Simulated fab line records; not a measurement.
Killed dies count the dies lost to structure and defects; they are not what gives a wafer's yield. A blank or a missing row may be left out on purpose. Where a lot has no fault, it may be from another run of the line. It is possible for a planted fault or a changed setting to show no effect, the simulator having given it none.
Which tool was responsible? + flow rit-cmos + 13 lots with 39 wafers sampled at 2 steps, on a route of 202 steps

== WHAT THE GAUGES SHOWED, per wafer ==
RIT_ACTIVE_CD_MEAS_11: target cd 1400 nm. Usual: cd-nm reads 1399.9 nm (standard deviation 2.2).
| lot  | measured    | on        | cd-nm (nm)           | flag |
|------|-------------|-----------|----------------------|------|
| L800 | day 1 14:35 | cd-sem-02 | 1398.8 1398.5 1399.2 |      |
| L801 | day 1 19:45 | cd-sem-02 | 1401.2 1399.3 1400.0 |      |
| L804 | day 2 10:35 | cd-sem-01 | 1401.0 1402.3 1401.0 |      |
| L806 | day 2 20:26 | cd-sem-02 | 1399.5 1403.0 1401.0 |      |
| L807 | day 3 04:19 | cd-sem-01 | 1397.9 1399.2 1397.3 |      |
| L808 | day 3 09:15 | cd-sem-01 | 1394.6 1395.3 1397.2 |      |
| L813 | day 4 07:34 | cd-sem-01 | 1397.5 1396.9 1395.2 |      |
| L814 | day 4 12:35 | cd-sem-02 | 1391.2 1396.4 1392.4 |      |
| L819 | day 5 13:45 | cd-sem-01 | 1398.5 1403.0 1401.6 |      |
| L820 | day 5 20:17 | cd-sem-01 | 1396.0 1398.0 1395.7 |      |
| L821 | day 6 00:37 | cd-sem-02 | 1403.0 1403.1 1400.5 |      |
| L822 | day 6 06:14 | cd-sem-01 | 1401.4 1401.6 1399.4 |      |
| L823 | day 6 10:17 | cd-sem-01 | 1400.9 1401.6 1403.2 |      |

== WHAT TOOL EACH LOT RAN ON (gives the tool, then ch and the chambers of the sampled wafers, and finally the start) ==
| lot  | RIT_ACTIVE_COAT_06               |
|------|----------------------------------|
| L800 | litho-track-03 ch 0, day 1 13:46 |
| L801 | litho-track-01 ch 0, day 1 18:49 |
| L804 | litho-track-01 ch 0, day 2 09:46 |
| L806 | litho-track-03 ch 0, day 2 19:44 |
| L807 | litho-track-03 ch 0, day 3 03:37 |
| L808 | litho-track-01 ch 0, day 3 08:33 |
| L813 | litho-track-02 ch 0, day 4 06:44 |
| L814 | litho-track-01 ch 0, day 4 11:46 |
| L819 | litho-track-03 ch 0, day 5 12:56 |
| L820 | litho-track-02 ch 0, day 5 19:27 |
| L821 | litho-track-02 ch 0, day 5 23:56 |
| L822 | litho-track-03 ch 0, day 6 05:25 |
| L823 | litho-track-02 ch 0, day 6 09:27 |
- RIT_ACTIVE_COAT_06: resist thk 1000 nm.

== WHAT THE TOOLS THEMSELVES READ (means of the sampled wafers that have a number; where no wafer has one, the mark that the record gives instead) ==
RIT_ACTIVE_COAT_06. Usual: chill-plate-temp-C reads 22.99 C (standard deviation 0.099).
| lot  | tool           | chill-plate-temp-C (C) | flag |
|------|----------------|------------------------|------|
| L800 | litho-track-03 | 22.96                  |      |
| L801 | litho-track-01 | 23.03                  |      |
| L804 | litho-track-01 | 22.82                  |      |
| L806 | litho-track-03 | 23.01                  |      |
| L807 | litho-track-03 | 23.12                  |      |
| L808 | litho-track-01 | 23.08                  |      |
| L813 | litho-track-02 | 23.09                  |      |
| L814 | litho-track-01 | 22.92                  |      |
| L819 | litho-track-03 | 22.97                  |      |
| L820 | litho-track-02 | 22.89                  |      |
| L821 | litho-track-02 | 23.05                  |      |
| L822 | litho-track-03 | 23.10                  |      |
| L823 | litho-track-02 | 22.99                  |      |

== THE ANSWER, worked out from the rows above alone ==
Rule: lot off if the mean of its wafers having a number is beyond 3 standard deviations from the usual mean. Also off: a lot with no number at a reading for which 4 or more lots have one. Where the step has rows for the other lots, those lots are counted as sound. Order of review: gauges by route order, followed by the tools' own readings, for which a lot's mean as printed above is used. The first step at which some lot is off is used, and at that step the reading that is off furthest; a lot without a number counts as furthest.
Nothing can be told from this: no lot is off at any reading shown.

== WHAT THE SIMULATOR PUT IN ==
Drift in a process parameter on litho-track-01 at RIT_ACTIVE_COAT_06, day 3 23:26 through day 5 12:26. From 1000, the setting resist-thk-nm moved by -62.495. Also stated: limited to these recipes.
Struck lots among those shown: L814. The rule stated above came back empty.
